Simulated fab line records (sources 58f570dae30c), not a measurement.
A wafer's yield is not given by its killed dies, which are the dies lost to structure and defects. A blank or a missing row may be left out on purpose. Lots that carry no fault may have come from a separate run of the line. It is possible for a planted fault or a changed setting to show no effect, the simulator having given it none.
Commonality check across tools ; flow berkeley-cmos170 ; Sample size 10 lots and 30 wafers

== WHY IT WAS OPENED ==
Of 10 lots, 2 have the reading GATE_OXIDE_THK flagged at UCB170_GATE_THK_MEAS_02. Wafers without a fault read 6.60 nm, standard deviation 0.14.
Rule: flag the lot when none of its wafers has a number, or when each of its wafers that has one lies beyond 4 standard deviations from that mean. The rest of the lots are taken to be sound.

lot;measured;on;GATE_OXIDE_THK (nm), wafer by wafer;flag
L884;day 6 20:25;film-metro-03;6.82 6.75 6.66;
L885;day 7 01:47;film-metro-01;6.72 6.71 6.65;
L890;day 8 06:37;film-metro-04;6.68 6.55 6.75;
L889;day 8 06:37;film-metro-01;6.46 6.39 6.35;
L894;day 9 09:03;film-metro-03;5.95 5.84 5.83;FLAGGED
L896;day 9 09:06;film-metro-03;5.82 5.94 5.89;FLAGGED
L899;day 10 01:06;film-metro-01;6.73 6.77 6.75;
L900;day 10 01:07;film-metro-03;6.60 6.54 6.47;
L901;day 10 22:53;film-metro-03;6.54 6.54 6.57;
L907;day 11 18:30;film-metro-01;6.67 6.67 6.66;
The mean of the flagged lots' numbers is 5.88 nm, -0.72 nm from the usual (-5 standard deviations).

== WHICH TOOL EACH LOT WENT THROUGH ==
The record holds 2 process steps before the reading, out of a route of 331 steps. Read each cell as the tool, then ch plus the chambers that the sampled wafers visited, then the start.
lot;flag;UCB170_PFIELD_STRIP_08;UCB170_GATE_OXIDATION_01
L884;;plasma-asher-04 ch 1, day 4 22:32;furnace-01 ch 0, day 6 18:50
L885;;plasma-asher-03 ch 0, day 5 08:13;furnace-01 ch 0, day 7 00:16
L890;;plasma-asher-03 ch 0,1, day 6 10:20;furnace-02 ch 0, day 8 05:07
L889;;plasma-asher-04 ch 0,1, day 6 10:31;furnace-02 ch 0, day 8 05:07
L894;FLAGGED;plasma-asher-04 ch 0,1, day 7 13:10;furnace-01 ch 0, day 9 07:32
L896;FLAGGED;plasma-asher-04 ch 0,1, day 7 13:43;furnace-01 ch 0, day 9 07:32
L899;;plasma-asher-03 ch 0,1, day 8 06:01;furnace-04 ch 0, day 9 23:36
L900;;plasma-asher-04 ch 0,1, day 8 05:37;furnace-04 ch 0, day 9 23:36
L901;;plasma-asher-01 ch 0,1, day 8 16:25;furnace-02 ch 0, day 10 21:23
L907;;plasma-asher-01 ch 0,1, day 9 17:58;furnace-02 ch 0, day 11 16:59
What the steps here do:
- UCB170_PFIELD_STRIP_08: strips in O2.
- UCB170_GATE_OXIDATION_01: target thk 6.6 nm, ox time 1800 s.
- UCB170_GATE_THK_MEAS_02

== FLAGGED OVER TOTAL, TOOL BY TOOL (the gauges that took the reading come last) ==
step;tool;lots run;flagged;share of the flagged lots;sound lots run after its first flagged lot
UCB170_PFIELD_STRIP_08;plasma-asher-01;2;0;none;-
UCB170_PFIELD_STRIP_08;plasma-asher-03;3;0;none;-
UCB170_PFIELD_STRIP_08;plasma-asher-04;5;2;all;1 (L900)
UCB170_GATE_OXIDATION_01;furnace-01;4;2;all;0
UCB170_GATE_OXIDATION_01;furnace-02;4;0;none;-
UCB170_GATE_OXIDATION_01;furnace-04;2;0;none;-
UCB170_GATE_THK_MEAS_02;film-metro-01;4;0;none;-
UCB170_GATE_THK_MEAS_02;film-metro-03;5;2;all;2 (L900,L901)
UCB170_GATE_THK_MEAS_02;film-metro-04;1;0;none;-

== THE TABLE: WHAT IT ALLOWS ==
Rows of the table that ran every flagged lot, 3 in all: plasma-asher-04 at UCB170_PFIELD_STRIP_08, furnace-01 at UCB170_GATE_OXIDATION_01, film-metro-03 at UCB170_GATE_THK_MEAS_02.
- plasma-asher-04 at UCB170_PFIELD_STRIP_08: 2 of its 5 lots flagged. Sound lots ran on it after the first flagged one (L900), which a lasting fault on the whole tool wouldn't allow.
- furnace-01 at UCB170_GATE_OXIDATION_01: 2 of its 4 lots flagged. Its last sound lot is L885 (day 7 00:16), its first flagged lot L894 (day 9 07:32): a fault that began between those two fits. Its own readings lie more than 4 standard deviations out on every wafer of the flagged lots: spike-tc-centre-C, spike-tc-source-C, tube-center-temp-C, tube_center_temp_C_max.
- film-metro-03 at UCB170_GATE_THK_MEAS_02: 2 of its 5 lots flagged. Sound lots ran on it after the first flagged one (L900, L901), which a lasting fault on the whole tool wouldn't allow.
What remains is a single tool, furnace-01 at UCB170_GATE_OXIDATION_01.

== WHAT THE SIMULATOR HAD PUT IN ==
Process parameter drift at UCB170_GATE_OXIDATION_01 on furnace-01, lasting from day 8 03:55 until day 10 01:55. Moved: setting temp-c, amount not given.
Shown lots that were struck: L894, L896. The same result came from the rule above.
